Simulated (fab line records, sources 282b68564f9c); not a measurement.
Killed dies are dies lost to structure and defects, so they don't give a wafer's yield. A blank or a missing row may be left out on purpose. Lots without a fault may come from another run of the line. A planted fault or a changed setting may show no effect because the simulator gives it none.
Problem report in the 8D (eight disciplines) form, filled by code | flow rit_cmos | the parts of the form that need people (team, actions taken, sign-off) are left out

1. THE PROBLEM
SILICIDE_TI_RS at RIT_SILICIDE_RS_MEAS_02 reads a mean of 53.8 ohm/sq on 6 wafers of 2 lots; wafers without a fault read 48.0 ohm/sq with a standard deviation of 0.82. That is +7.0 standard deviations from the usual mean.
The step: measures by four-point-probe.
First seen on wafer L439.1, day 7 15:25, on film_metro-01. The record holds 42 wafers of 14 lots with a number at this step. Rule for "out", or "out of limits": more than 4 standard deviations from the usual mean. The other wafers with a number count as sound.

2. WHAT IT IS AND WHAT IT IS NOT
question                    | is                           | is not
which readings at this step | SILICIDE_TI_RS               | -
which lots                  | L439, L442                   | L422, L423, L424, L426, L427, L428, L429, L430, L431, L433, L438, L444
which wafers of those lots  | all that have a number       | -
read on which gauges        | film_metro-01, film_metro-03 | film_metro-02
when                        | from day 7 15:25             | up to then (33 sound wafers); but 3 sound wafers of L444 came after

3. SUSPECTS, AND WHAT RULES EACH OUT
Counting: a tool at a process step up to the reading stays a suspect if it ran every lot that is out and no sound lot after the first of them.
- the gauge at RIT_SILICIDE_RS_MEAS_02: ruled out. The wafers that are out were read on 2 gauges (film_metro-01, film_metro-03).
- pvd_sputter-03 at RIT_SILICIDE_SPUTTER_01 (material Ti, target thk 30 nm, time 240 s): kept. It ran every lot that is out, first L439 (day 7 15:16), and no sound lot after that; its last sound lot up to then is L430 (day 5 14:47). Its own readings are out on those wafers: cathode_dc_power_W.
Left after counting: pvd_sputter-03 at RIT_SILICIDE_SPUTTER_01.

4. THE CAUSE (what the simulator had put in)
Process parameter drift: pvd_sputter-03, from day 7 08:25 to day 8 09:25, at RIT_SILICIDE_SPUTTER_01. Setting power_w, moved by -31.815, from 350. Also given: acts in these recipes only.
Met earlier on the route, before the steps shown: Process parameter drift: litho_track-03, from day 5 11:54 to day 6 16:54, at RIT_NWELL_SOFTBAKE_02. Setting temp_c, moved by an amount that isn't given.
Counting left only this tool.

5. THE CHAIN OF EFFECTS, in route order
Each row: a reading whose mean over the struck wafers that have a number lies more than 3 standard deviations from the usual. Only readings for which the record gives a usual standard deviation are gone through. hours: the time from each lot's start at the first step in this table that gives one to its start at this step, as a median over the lots. sigmas: the change in usual standard deviations.
hours | step                     | reading            | usual       | on struck wafers | change | sigmas
0     | RIT_SILICIDE_SPUTTER_01  | cathode_dc_power_W | 350.01 W    | 318.18           | -31.83 | -99 or more
0     | RIT_SILICIDE_RS_MEAS_02  | SILICIDE_TI_RS     | 48.0 ohm/sq | 53.8             | +5.8   | +7.0
6     | RIT_SILICIDE_THK_MEAS_03 | SILICIDE_TI_THK    | 29.6 nm     | 26.9             | -2.7   | -6.3
The process steps in it:
- RIT_SILICIDE_SPUTTER_01: material Ti, target thk 30 nm, time 240 s.

6. WHAT WOULD HAVE CAUGHT IT SOONER
In this record the first reading out of limits at a measuring or inspecting step was taken at day 7 15:25, 7 hours after the fault began at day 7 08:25.
The tool's own readings at RIT_SILICIDE_SPUTTER_01 were out on every struck wafer that the step has a row for (cathode_dc_power_W): an alarm limit on them would have fired on the first of those.
Of the lots that are out (2), L442 began RIT_SILICIDE_SPUTTER_01 on pvd_sputter-03 after day 7 15:25. A hold on the tool at that time would have spared it.
